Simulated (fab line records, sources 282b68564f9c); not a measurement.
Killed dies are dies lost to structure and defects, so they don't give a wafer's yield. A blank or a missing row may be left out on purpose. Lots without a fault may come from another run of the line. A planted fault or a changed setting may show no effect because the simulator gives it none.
fab line records | flow rit_cmos
record lots=6 wafers=18 last_day=7
route steps=202 shown GATE@96 REOX@98 NLDD@103 M1@202
lots that met no fault: from a run of the same line without faults
start_h: hours from the record's first day to the start of the lot's first wafer shown | wait_h: hours since the lot's step before | " the same as in the row above | L1.1+2: a row that stands for several wafers | - no value, or no start given | * or withheld: withheld | < > ~ a bound
route shown NAME@n: a module of which the file shows steps, and the number in the route of the first | usual: mean/standard deviation of fault-free wafers | same: alike in all rows | chamber/n: place in a boat | sites: the reading at each site | _std_site: their standard deviation | _edge_site: outer sites' mean less inner sites' | radius_mm: how far each site lies from the wafer's centre | mask NAME#n: copy n | behind: the tool/chamber that last shaped the wafer | hold: why the lot was held/for how many hours/how that ended | device: the transistor (n, p or np) that didn't switch | end of line: the same wafers' tests at the end of the route | a step without rows: its recipe alone | killed: dies lost to structure and defects at the first sort, not the wafer's yield | map: a wafer's dies, x killed, . not, _ none there
set.NAME: the setting as run; set.NAME@STEP: as run at that earlier step | model.NAME: the simulator's own value behind a step, which no gauge read
lots at some steps of the route; a table a step, a row a wafer
services: from which hour (start_h, from the record's first day; less than 0 if before it) a tool's chamber was out of use, for how many hours, and why
## steps
# step RIT_GATE_STRIP_20
# recipe chemistry=O2 time_s=180 resist=NOVOLAK platen_temp_c=withheld power_w=500 pressure_mtorr=4000 o2_flow_sccm=4000
# usual drypump_motor_current_A=5.9/0.5
# columns lot.wafer tool chamber start_h wait_h drypump_motor_current_A rf_hours_counter_h
L592.2 plasma_asher-02 1 48.84 0.1 5.9 42
L592.5 " 1 " " 5.8 -
L592.6 " 0 " " 5.9 -
L597.1 plasma_asher-02 1 77.98 0.1 5.9 45
L597.4 " 0 " " 5.9 -
L597.5 " 1 " " 5.9 -
L601.3 plasma_asher-02 0 97.30 0.1 5.8 -
L601.4 " 1 " " 5.9 -
L601.6 " 0 " " 5.8 -
L607.2 plasma_asher-02 1 127.00 0.1 5.9 51
L607.5 " 0 " " 5.9 -
L607.6 " 1 " " 5.9 -
L610.2 plasma_asher-04 0 141.13 0.1 5.8 2
L610.3 " 1 " " 6.2 -
L610.4 " 0 " " 5.7 -
L613.2 plasma_asher-01 0 156.56 0.1 4.9 36
L613.3 " 0 " " 4.9 -
L613.4 " 1 " " 6.6 -
# step RIT_GATE_CD_MEAS_90
# recipe target_cd_nm=150
# usual cd_nm=150.0/2.1
# columns lot.wafer tool chamber start_h wait_h cd_nm
L592.2 cd_sem-01 - 49.03 0.1 150.9
L592.5 " - " " 152.7
L592.6 " - " " 151.3
L597.1 cd_sem-01 - 78.15 0.1 148.3
L597.4 " - " " 148.5
L597.5 " - " " 148.9
L601.3 cd_sem-01 - 97.46 0.1 152.1
L601.4 " - " " 152.7
L601.6 " - " " 150.9
L607.2 cd_sem-01 - 127.20 0.1 149.7
L607.5 " - " " 149.9
L607.6 " - " " 147.1
L610.2 cd_sem-02 - 141.33 0.1 150.7
L610.3 " - " " 150.1
L610.4 " - " " 149.2
L613.2 cd_sem-02 - 156.75 0.1 144.7
L613.3 " - " " 147.3
L613.4 " - " " 147.4
# step RIT_REOX_CLEAN_00
# recipe chemistry=SC1 mix=3:3:50 time_s=600 temp_c=75
# step RIT_REOX_CLEAN_01
# recipe chemistry=dHF dilution=50:1 time_s=30
# step RIT_REOX_CLEAN_02
# recipe chemistry=SC2 mix=3:3:50 time_s=600 temp_c=75 dry=n2_spin
# step RIT_REOX_OXIDATION_03
# recipe temp_c=900 ambient=O2 target_thk_a=252 ox_time_s=5580
# step RIT_REOX_THK_MEAS_04
# recipe reads=SiO2_of_REOX_OXIDATION_03
# usual REOX_OXIDE_THK=25.2/0.42
# columns lot.wafer tool chamber start_h wait_h REOX_OXIDE_THK[nm]
L592.2 film_metro-03 - 52.06 0.0 24.8
L592.5 " - " " 24.8
L592.6 " - " " 24.8
L597.1 film_metro-04 - 81.21 0.0 25.4
L597.4 " - " " 25.4
L597.5 " - " " 25.6
L601.3 film_metro-03 - 100.47 0.0 25.4
L601.4 " - " " 25.9
L601.6 " - " " 25.9
L607.2 film_metro-01 - 130.24 0.0 25.0
L607.5 " - " " 25.2
L607.6 " - " " 24.7
L610.2 film_metro-04 - 144.53 0.0 24.6
L610.3 " - " " 24.6
L610.4 " - " " 24.8
L613.2 film_metro-01 - 160.06 0.0 25.6
L613.3 " - " " 25.2
L613.4 " - " " 25.0
# step RIT_NLDD_HMDS_00
# recipe prime_time_s=60 prime_temp_c=140
# step RIT_NLDD_COAT_01
# recipe resist=NOVOLAK spin_rpm=3250 resist_thk_nm=1000
# step RIT_NLDD_SOFTBAKE_02
# recipe resist=NOVOLAK temp_c=90 time_s=60
# step RIT_NLDD_EXPOSE_03
# recipe mask_id=M7 na=0.57 target_cd_nm=40700 dose_mj=250
# step RIT_NLDD_PEB_04
# recipe resist=NOVOLAK temp_c=withheld time_s=withheld
# step RIT_NLDD_DEVELOP_05
# recipe resist=NOVOLAK develop_time_s=50 dev_temp_c=23
# usual developer_temp_C=23.02/0.11 exhaust_pa=45.2/1
# columns lot.wafer tool chamber start_h wait_h developer_temp_C exhaust_pa
L592.2 litho_track-03 0 52 - 22.98 44.5
L592.5 " 0 " " 22.96 45.5
L592.6 " 0 " " 22.93 43.5
L597.1 litho_track-01 0 82 - 23.04 44.9
L597.4 " 0 " " 23.06 43.8
L597.5 " 0 " " 22.89 43.1
L601.3 litho_track-01 0 101 - 22.95 44.4
L601.4 " 0 " " 23.00 46.0
L601.6 " 0 " " 23.00 45.5
L607.2 litho_track-01 0 131 - 24.01 45.8
L607.5 " 0 " " 23.98 43.6
L607.6 " 0 " " 24.10 44.8
L610.2 litho_track-01 0 145 - 23.88 46.0
L610.3 " 0 " " 23.91 44.6
L610.4 " 0 " " 23.89 46.5
L613.2 litho_track-02 0 160 - 22.89 46.2
L613.3 " 0 " " 22.94 44.5
L613.4 " 0 " " 22.93 46.3
# step RIT_NLDD_OVL_MEAS_06
# usual NLDD_OVL=1.4/1.3
# columns lot.wafer tool chamber start_h wait_h NLDD_OVL[nm]
L592.2 overlay-01 - 52.97 - 2.4
L592.5 " - " " 2.6
L592.6 " - " " 2.4
L597.1 overlay-02 - 82.24 - 1.0
L597.4 " - " " 0.7
L597.5 " - " " 1.5
L601.3 overlay-01 - 101.50 - 0.6
L601.4 " - " " 1.8
L601.6 " - " " 3.4
L607.2 overlay-01 - 131.27 - 2.1
L607.5 " - " " 2.2
L607.6 " - " " 1.4
L610.2 overlay-02 - 145.65 - 2.2
L610.3 " - " " 3.5
L610.4 " - " " 2.1
L613.2 overlay-02 - 160.98 - 1.3
L613.3 " - " " 1.7
L613.4 " - " " 1.1
# step RIT_M1_PROBE_99
# usual killed_at_M0_to_M3=0.0/0.083 killed_at_contacts=0.1/0.3 killed_at_front_end=6.9/2.9 killed_dies=7.0/2.9 killed_open=3.3/2 killed_short=3.7/2
# same gross_dies=264 killed_at_M4_up=0 killed_at_back_side=0 killed_at_other=0
# columns lot.wafer tool chamber start_h wait_h killed_at_M0_to_M3 killed_at_contacts killed_at_front_end killed_dies killed_open killed_short
L592.2 prober-01 - 68.34 0.1 0 0 10 10 4 6
L592.5 prober-01 - 68.49 0.2 0 0 4 4 4 0
L592.6 prober-01 - 68.54 0.2 0 0 5 5 2 3
L597.1 prober-02 - 98.65 0.1 0 0 14 14 7 7
L597.4 prober-02 - 98.80 0.2 0 0 6 6 2 4
L597.5 prober-02 - 98.85 0.2 1 0 12 13 6 7
L601.3 prober-01 - 117.33 0.2 0 0 4 4 1 3
L601.4 prober-01 - 117.38 0.2 0 0 8 8 3 5
L601.6 prober-01 - 117.48 0.2 0 0 5 5 3 2
L607.2 prober-01 - 147.88 0.1 0 0 6 6 4 2
L607.5 prober-01 - 148.03 0.2 0 0 7 7 5 2
L607.6 prober-01 - 148.08 0.2 0 0 8 8 4 4
L610.2 prober-01 - 160.98 0.1 0 0 5 5 3 2
L610.3 prober-01 - 161.03 0.2 0 0 4 4 2 2
L610.4 prober-01 - 161.08 0.2 0 0 8 8 4 4
L613.2 prober-02 - 176.60 0.1 0 1 6 7 6 1
L613.3 prober-02 - 176.65 0.2 0 0 9 9 6 3
L613.4 prober-02 - 176.70 0.2 0 0 5 5 3 2
# killed by level:class
L592.2 GATE:geometric_particle:short=4 SPACER:geometric_particle:short=2 FOX1:geometric_particle:open=1 FOX2:geometric_particle:open=1 GATE:geometric_particle:open=1 SILICIDE:geometric_particle:open=1
L592.5 FOX1:geometric_particle:open=2 GATE:geometric_particle:open=1 SPACER:geometric_particle:open=1
L592.6 REOX:geometric_particle:open=2 GATE:geometric_particle:short=1 REOX:geometric_particle:short=1 SILICIDE:geometric_particle:short=1
L597.1 REOX:geometric_particle:short=3 GATE:geometric_particle:open=2 REOX:geometric_particle:open=2 FOX1:geometric_particle:short=1 FOX1:geometric_particle:open=1 FOX2:geometric_particle:open=1 GATE:geometric_particle:short=1 SPACER:geometric_particle:short=1
L597.4 GATE:geometric_particle:short=2 FOX2:geometric_particle:short=1 REOX:geometric_particle:short=1 REOX:geometric_particle:open=1 SILICIDE:geometric_particle:open=1
L597.5 GATE:geometric_particle:open=3 GATE:geometric_particle:short=3 REOX:geometric_particle:short=3 REOX:geometric_particle:open=3 M1:geometric_particle:short=1
L601.3 FOX2:geometric_particle:short=3 REOX:geometric_particle:open=1
L601.4 GATE:geometric_particle:short=3 REOX:geometric_particle:open=2 FOX1:geometric_particle:open=1 FOX2:geometric_particle:short=1 REOX:geometric_particle:short=1
L601.6 FOX1:geometric_particle:short=1 FOX1:geometric_particle:open=1 GATE:geometric_particle:open=1 GATE:geometric_particle:short=1 REOX:geometric_particle:open=1
L607.2 FOX2:geometric_particle:open=2 FOX2:geometric_particle:short=1 GATE:geometric_particle:open=1 SPACER:geometric_particle:short=1 SPACER:geometric_particle:open=1
L607.5 GATE:geometric_particle:open=2 SILICIDE:geometric_particle:open=2 REOX:geometric_particle:open=1 SPACER:geometric_particle:short=1 SILICIDE:geometric_particle:short=1
L607.6 FOX2:geometric_particle:short=3 SILICIDE:geometric_particle:open=3 FOX2:geometric_particle:open=1 REOX:geometric_particle:short=1
L610.2 GATE:geometric_particle:open=2 GATE:geometric_particle:short=1 REOX:geometric_particle:open=1 SILICIDE:geometric_particle:short=1
L610.3 GATE:geometric_particle:short=2 FOX1:geometric_particle:open=1 SPACER:geometric_particle:open=1
L610.4 GATE:geometric_particle:open=4 REOX:geometric_particle:short=2 FOX2:geometric_particle:short=1 GATE:geometric_particle:short=1
L613.2 GATE:geometric_particle:open=3 SPACER:geometric_particle:open=1 SILICIDE:geometric_particle:short=1 SILICIDE:geometric_particle:open=1 CONTACT:geometric_particle:open=1
L613.3 REOX:geometric_particle:open=3 GATE:geometric_particle:open=2 REOX:geometric_particle:short=2 FOX2:geometric_particle:short=1 SPACER:geometric_particle:open=1
L613.4 GATE:geometric_particle:open=2 SPACER:geometric_particle:short=2 REOX:geometric_particle:open=1
## services
# columns tool chamber start_h hours kind
plasma_asher-01 - 29.87 3.1 repair
plasma_asher-04 - 43.96 1.8 repair
plasma_asher-02 - 46.64 0.4 repair
plasma_asher-01 - 78.99 1.2 repair
plasma_asher-04 - 100.62 2.8 pm
plasma_asher-01 - 101.44 14.6 pm
plasma_asher-02 - 103.31 2.4 repair
plasma_asher-04 - 108.75 9.0 pm
plasma_asher-04 0 108.75 9.0 vent_cycle
plasma_asher-04 1 108.75 9.0 vent_cycle
plasma_asher-04 0 117.75 - clean
plasma_asher-04 1 117.75 - clean
plasma_asher-04 - 126.64 2.2 repair
## key
first_sign step=RIT_NLDD_DEVELOP_05 reading=developer_temp_C direction=up sigmas=8.7 usual=* struck=*
effect none on later readings
met_at RIT_NLDD_DEVELOP_05
struck_wafers L607.2,L607.5,L607.6,L610.2,L610.3,L610.4
tester_left_out L607,L610
onset_between 101 131
fault kind=process_parameter_drift tool=litho_track-01 chamber=- onset_h=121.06 steps=RIT_NLDD_DEVELOP_05 channel=dev_temp_c offset=* shape=step end_h=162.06 acts_in=* stated=*
# tester_left_out: of these lots the tester's yield and bins aren't shown, on N5 and GAA mostly nor the transistor test; their killed dies are dies lost to structure and defects alone, not to doping, threshold or leakage, so they don't give the yield
